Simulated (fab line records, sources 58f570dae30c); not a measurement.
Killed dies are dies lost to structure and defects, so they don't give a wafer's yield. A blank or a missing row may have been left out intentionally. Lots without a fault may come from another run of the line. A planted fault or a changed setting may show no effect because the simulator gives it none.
8D (eight disciplines) problem report, filled in by code	flow berkeley_cmos170	the parts of the form that need people (team, actions taken, sign-off) are left out

== 1. THE PROBLEM ==
Wafers free of any fault read 73.7 ohm/sq (standard deviation 0.34) for PSD_RS at UCB170_SDANNEAL_RS_MEAS_02, against a mean of 81.8 ohm/sq on 6 wafers of 2 lots. That is +24 standard deviations from the usual mean.
The step: measures by four-point-probe.
The first sign was on wafer L234.2 at day 11 02:08, on film_metro-01. The record holds 42 wafers of 14 lots with a number at this step. By rule, "out" or "out of limits" means more than 4 standard deviations away from the usual mean. Any other wafer with a number is counted as sound.

== 2. WHAT THIS IS AND IS NOT ==
question	is	is not
which readings at this step	PSD_RS	-
which lots	L234, L235	L216, L217, L218, L221, L222, L223, L224, L225, L227, L232, L236, L237
which wafers of those lots	all that have a number	-
read on which gauges	film_metro-01	film_metro-02, film_metro-03
when	from day 11 02:08	up to then (30 sound wafers); but 6 sound wafers of L236, L237 came after

== 3. WHAT RULES OUT EACH SUSPECT ==
Counting: any tool at a process step up to the reading is kept as a suspect provided that every lot that is out went through it and no sound lot did after the first of them.
- the gauge at UCB170_SDANNEAL_RS_MEAS_02: kept. All the wafers that are out were read on film_metro-01, and no step on other tools shows them out.
- rtp_anneal-02 at UCB170_SDANNEAL_RTA_01 (time 5.237 s): kept. It ran every lot that is out, first L234 (day 11 02:01), and no sound lot after that; its last sound lot up to then is L232 (day 10 17:37).
Left after counting: rtp_anneal-02 at UCB170_SDANNEAL_RTA_01, film_metro-01 at UCB170_SDANNEAL_RS_MEAS_02.

== 4. THE CAUSE (what the simulator had put in) ==
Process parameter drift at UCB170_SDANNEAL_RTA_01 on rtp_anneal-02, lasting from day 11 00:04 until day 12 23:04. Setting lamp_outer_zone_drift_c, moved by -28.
Of the 2 suspects that counting leaves, this tool is one.

== 5. THE CHAIN OF EFFECTS, in route order ==
One row per reading whose mean, taken over the struck wafers that have a number, lies over 3 standard deviations from the usual. Scope: only readings with a usual standard deviation given in the record; hours: median across lots of the time from each lot's start at the first step in this table that gives one to its start at this step; sigmas: change in usual standard deviations.
hours	step	reading	usual	on struck wafers	change	sigmas
0	UCB170_SDANNEAL_RS_MEAS_02	PSD_RS	73.7 ohm/sq	81.8	+8.1	+24
0	UCB170_SDANNEAL_RS_MEAS_03	NSD_RS	37.15 ohm/sq	38.41	+1.26	+13
0	UCB170_SDANNEAL_RS_MEAS_04	PLDD_RS	1031.3 ohm/sq	1039.8	+8.5	+3.2

== 6. HOW IT WOULD HAVE BEEN CAUGHT EARLIER ==
Counted from the fault's start at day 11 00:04, it took 2 hours until the first out-of-limits reading at a measuring or inspecting step in this record, taken at day 11 02:08.
Of the tool readings at UCB170_SDANNEAL_RTA_01 for which the record gives a usual standard deviation, none was out on any struck wafer, so an alarm limit of 4 standard deviations on them would not have fired.
L235, from the lots that are out (2), started UCB170_SDANNEAL_RTA_01 on rtp_anneal-02 later than day 11 02:08. A hold on the tool at that time would have spared it.
